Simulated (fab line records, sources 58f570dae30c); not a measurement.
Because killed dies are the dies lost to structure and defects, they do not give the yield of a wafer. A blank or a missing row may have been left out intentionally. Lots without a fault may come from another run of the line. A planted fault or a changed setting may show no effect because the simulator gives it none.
Lot-split experiment    flow berkeleyCmos170    23 wafers read across 5 lots, on a route 331 steps long

== THE SPLIT ==
At UCB170_PSD_IMPLANT_08, the setting doseCm2 was moved away from the recipe's 3e+15 on 11 of the 23 wafers read, by -4.2% to +5.4%. For the rest of the wafers, this setting stayed at what the recipe calls for.

== BETWEEN THE SPLIT AND THE READING: the file shows 1 step in between ==
- UCB170_PSD_STRIP_09: strips in O2

== THE READING ==
PSD_TW, at UCB170_PSD_TW_MEAS_10. A value of 2330 with a standard deviation of 11 is what fault-free wafers of this fab line usually give.

wafer   tool, chamber at the split  doseCm2 as run  against the recipe  PSD_TW  against lot-mates on the recipe
L078.1  implanter-04, 0             2.914e+15       -2.9%               2306    -18
L078.2  implanter-04, 0             2.914e+15       -2.9%               2310    -14
L078.3  implanter-04, 0             3e+15           recipe              2325    -
L078.4  implanter-04, 0             3e+15           recipe              2324    -
L078.5  implanter-04, 0             2.914e+15       -2.9%               2309    -16
L082.1  implanter-03, 0             3.147e+15       +4.9%               2368    +24
L082.3  implanter-03, 0             3.147e+15       +4.9%               2371    +26
L082.4  implanter-03, 0             3e+15           recipe              2344    -
L082.5  implanter-03, 0             3.147e+15       +4.9%               2377    +32
L082.6  implanter-03, 0             3e+15           recipe              2345    -
L084.2  implanter-03, 0             3e+15           recipe              2320    -
L084.5  implanter-03, 0             3e+15           recipe              2331    -
L084.6  implanter-03, 0             3e+15           recipe              2329    -
L083.1  implanter-02, 0             3.162e+15       +5.4%               2363    +37
L083.2  implanter-02, 0             3e+15           recipe              2330    -
L083.3  implanter-02, 0             3e+15           recipe              2326    -
L083.4  implanter-02, 0             3.162e+15       +5.4%               2364    +38
L083.5  implanter-02, 0             3e+15           recipe              2323    -
L085.2  implanter-04, 0             2.873e+15       -4.2%               2279    -18
L085.3  implanter-04, 0             3e+15           recipe              2295    -
L085.4  implanter-04, 0             2.873e+15       -4.2%               2283    -14
L085.5  implanter-04, 0             2.873e+15       -4.2%               2278    -20
L085.6  implanter-04, 0             3e+15           recipe              2300    -

FIT RESULTS
A straight line over all 23 wafers: PSD_TW changes by +8.74 for each +1% of doseCm2; r = +0.92; the points scatter about the line by 12.
The same after taking each lot's own level away (the mean of its wafers on the recipe; 23 wafers): +5.56 for each +1%; r = +0.97; scatter 4.
According to that fit, moving doseCm2 by its largest amount changes the reading by 30.
The span of the lots' own levels, 2297.5 to 2344.5, comes to 4.3 times the standard deviation stated above.
Hence the slope depends on the lot-to-lot level, as the two fits are not the same.
Check: for one of the wafers moved furthest among these (+5.4%), held out of the fit, the line's prediction against its lot-mates is +30.3. Against them it came out at +36.7.

== OTHER SPLITS APPLIED TO THESE WAFERS ==
Note: prior to the reading, these wafers also went through further splits. Each is held against what the fit with the lots' levels taken away leaves over:
other split on the same wafers       wafers away from the commonest value  r with PSD_TW (lot level and that fit taken away)
UCB170_ZERO_STRIP_07 o2FlowSccm      10                                    +0.12
UCB170_NWELL_IMPLANT_14 energyKev    6                                     +0.40
UCB170_PWELL_PEB_11 pebTempC         7                                     +0.09
UCB170_WELLDRIVE_OXIDATION_01 tempC  10                                    -0.12
UCB170_SCREENOX_OXIDATION_01 tempC   18                                    -0.05
UCB170_PVT_STRIP_08 o2FlowSccm       8                                     +0.17
UCB170_GATE_COAT_07 resistThkNm      10                                    +0.31
UCB170_NLDD_EXPOSE_03 doseMj         12                                    +0.08
UCB170_NLDD_IMPLANT_09 energyKev     5                                     +0.11
UCB170_PSD_PEB_04 pebTempC           6                                     -0.07

== THE WHOLE CHAIN: every reading that the file lists as answering this split, in the file's order ==
step                   what it does  reading               change (the file's fit)               r (the file's)
UCB170_PSD_STRIP_09    strips in O2  stripTimeToEndpointS  withheld for each +1% of the setting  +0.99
UCB170_PSD_TW_MEAS_10                PSD_TW                +5.75 for each +1% of the setting     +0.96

== FILE'S OWN FIT ==
PSD_TW changes by +5.75 for each +1% of doseCm2, r = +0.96.
